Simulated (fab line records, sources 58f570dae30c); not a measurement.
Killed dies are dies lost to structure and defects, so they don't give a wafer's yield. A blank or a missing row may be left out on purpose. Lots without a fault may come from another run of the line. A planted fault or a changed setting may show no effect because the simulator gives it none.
Problem report in the 8D (eight disciplines) form, filled by code | flow berkeley_cmos170 | the parts of the form that need people (team, actions taken, sign-off) are left out

1. THE PROBLEM
NWELL_NITRIDE_THK at UCB170_NWELL_THK_MEAS_05 reads a mean of 171.5 nm on 6 wafers of 2 lots; wafers without a fault read 224.1 nm with a standard deviation of 2.2. That is -24 standard deviations from the usual mean.
First seen on wafer L330.1, day 5 12:25, on film_metro-03. The record holds 42 wafers of 14 lots with a number at this step. Rule for "out", or "out of limits": more than 4 standard deviations from the usual mean. The other wafers with a number count as sound.

2. WHAT IT IS AND WHAT IT IS NOT
question                    | is                           | is not
which readings at this step | NWELL_NITRIDE_THK            | -
which lots                  | L330, L331                   | L315, L316, L317, L319, L320, L321, L323, L324, L325, L327, L329, L338
which wafers of those lots  | all that have a number       | -
read on which gauges        | film_metro-03, film_metro-04 | film_metro-01
when                        | from day 5 12:25             | up to then (33 sound wafers); but 3 sound wafers of L338 came after

3. SUSPECTS, AND WHAT RULES EACH OUT
Counting: a tool at a process step up to the reading stays a suspect if it ran every lot that is out and no sound lot after the first of them.
- the gauge at UCB170_NWELL_THK_MEAS_05: ruled out. The wafers that are out were read on 2 gauges (film_metro-03, film_metro-04).
- lpcvd-01 at UCB170_NWELL_CVD_04 (deposits Si3N4 from SiH2Cl2/NH3, target thk 224 nm, time 3360 s): kept. It ran every lot that is out, first L330 (day 5 10:28), and no sound lot after that; its last sound lot up to then is L327 (day 4 22:17).
Left after counting: lpcvd-01 at UCB170_NWELL_CVD_04.

4. THE CAUSE (what the simulator had put in)
Site profile drift: lpcvd-01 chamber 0, from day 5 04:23 on, at UCB170_NWELL_CVD_04. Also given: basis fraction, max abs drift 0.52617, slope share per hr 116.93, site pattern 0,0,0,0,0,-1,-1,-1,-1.
Counting left only this tool.

5. THE CHAIN OF EFFECTS, in route order
Each row: a reading whose mean over the struck wafers that have a number lies more than 3 standard deviations from the usual. Only readings for which the record gives a usual standard deviation are gone through. hours: the time from each lot's start at the first step in this table that gives one to its start at this step, as a median over the lots. sigmas: the change in usual standard deviations.
hours | step                     | reading           | usual      | on struck wafers | change | sigmas
0     | UCB170_NWELL_THK_MEAS_05 | NWELL_NITRIDE_THK | 224.1 nm   | 171.5            | -52.6  | -24
5     | UCB170_NWELL_ETCH_13     | oes_product_au    | 0.947 a.u. | 0.818            | -0.129 | -8.6
The process steps in it:
- UCB170_NWELL_ETCH_13: etches Si3N4 in CH3F/Ar/O2, stops on SiO2, target depth 246.4 nm, time 154 s.

6. WHAT WOULD HAVE CAUGHT IT SOONER
In this record the first reading out of limits at a measuring or inspecting step was taken at day 5 12:25, 8 hours after the fault began at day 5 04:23.
Of the tool readings at UCB170_NWELL_CVD_04 for which the record gives a usual standard deviation, none was out on any struck wafer, so an alarm limit of 4 standard deviations on them would not have fired.
All the lots that are out (2) had begun UCB170_NWELL_CVD_04 on lpcvd-01 by day 5 12:25. A hold on the tool at that time would have spared none of them.
